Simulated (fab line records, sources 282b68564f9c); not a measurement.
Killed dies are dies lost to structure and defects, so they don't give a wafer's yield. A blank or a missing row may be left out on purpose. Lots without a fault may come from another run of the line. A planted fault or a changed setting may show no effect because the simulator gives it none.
Problem report in the 8D (eight disciplines) form, filled by code | flow rit_cmos | the parts of the form that need people (team, actions taken, sign-off) are left out

1. THE PROBLEM
SPACER_NITRIDE_THK at RIT_SPACER_THK_MEAS_04 reads a mean of 237.3 nm on 3 wafers of 1 lot; wafers without a fault read 251.7 nm with a standard deviation of 1.9. That is -7.6 standard deviations from the usual mean.
First seen on wafer L910.2, day 7 03:38, on film_metro-02. The record holds 39 wafers of 13 lots with a number at this step. Rule for "out", or "out of limits": more than 4 standard deviations from the usual mean. The other wafers with a number count as sound.

2. WHAT IT IS AND WHAT IT IS NOT
question                    | is                     | is not
which readings at this step | SPACER_NITRIDE_THK     | -
which lots                  | L910                   | L891, L892, L895, L896, L897, L898, L900, L904, L907, L908, L909, L914
which wafers of those lots  | all that have a number | -
read on which gauges        | film_metro-02          | film_metro-01, film_metro-03
when                        | from day 7 03:38       | up to then (33 sound wafers); but 3 sound wafers of L914 came after

3. SUSPECTS, AND WHAT RULES EACH OUT
Counting: a tool at a process step up to the reading stays a suspect if it ran every lot that is out and no sound lot after the first of them.
- the gauge at RIT_SPACER_THK_MEAS_04: ruled out. All the wafers that are out were read on film_metro-02, but those of them that RIT_SPACER_CVD_03 has rows for are out there too, on other tools.
- plasma_asher-01 at RIT_NRETRO_STRIP_09 (strips in O2, time 180 s): kept. It ran the lot that is out, L910 (day 6 07:55), and no sound lot after that; its last sound lot up to then is L900 (day 4 06:39).
- lpcvd-02 at RIT_SPACER_CVD_03 (deposits Si3N4 from SiH2Cl2/NH3, target thk 250 nm, time 3300 s): kept. It ran the lot that is out, L910 (day 7 01:43), and no sound lot after that; its last sound lot up to then is L908 (day 6 11:04). Its own readings are out on those wafers: pressure_mtorr.
Left after counting: plasma_asher-01 at RIT_NRETRO_STRIP_09, lpcvd-02 at RIT_SPACER_CVD_03.

4. THE CAUSE (what the simulator had put in)
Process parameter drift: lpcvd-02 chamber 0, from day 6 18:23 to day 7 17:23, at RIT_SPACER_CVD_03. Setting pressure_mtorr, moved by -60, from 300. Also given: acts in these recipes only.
Counting left 2 suspects, and this tool is among them.

5. THE CHAIN OF EFFECTS, in route order
Each row: a reading whose mean over the struck wafers that have a number lies more than 3 standard deviations from the usual. Only readings for which the record gives a usual standard deviation are gone through. hours: the time from each lot's start at the first step in this table that gives one to its start at this step, as a median over the lots. sigmas: the change in usual standard deviations.
hours | step                   | reading            | usual       | on struck wafers | change | sigmas
0     | RIT_SPACER_CVD_03      | pressure_mtorr     | 299.9 mTorr | 240.8            | -59.1  | -99 or more
2     | RIT_SPACER_THK_MEAS_04 | SPACER_NITRIDE_THK | 251.7 nm    | 237.3            | -14.4  | -7.6
2     | RIT_SPACER_ETCHBACK_05 | oes_product_au     | 0.849 a.u.  | 0.807            | -0.042 | -3.8
The process steps in it:
- RIT_SPACER_CVD_03: deposits Si3N4 from SiH2Cl2/NH3, target thk 250 nm, time 3300 s.
- RIT_SPACER_ETCHBACK_05: etches Si3N4 in SF6/CHF3, stops on SiO2, target depth 250 nm, time 240 s.

6. WHAT WOULD HAVE CAUGHT IT SOONER
In this record the first reading out of limits at a measuring or inspecting step was taken at day 7 03:38, 9 hours after the fault began at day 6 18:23.
The tool's own readings at RIT_SPACER_CVD_03 were out on every struck wafer that the step has a row for (pressure_mtorr): an alarm limit on them would have fired on the first of those.
All the lots that are out (1) had begun RIT_SPACER_CVD_03 on lpcvd-02 by day 7 03:38. A hold on the tool at that time would have spared none of them.
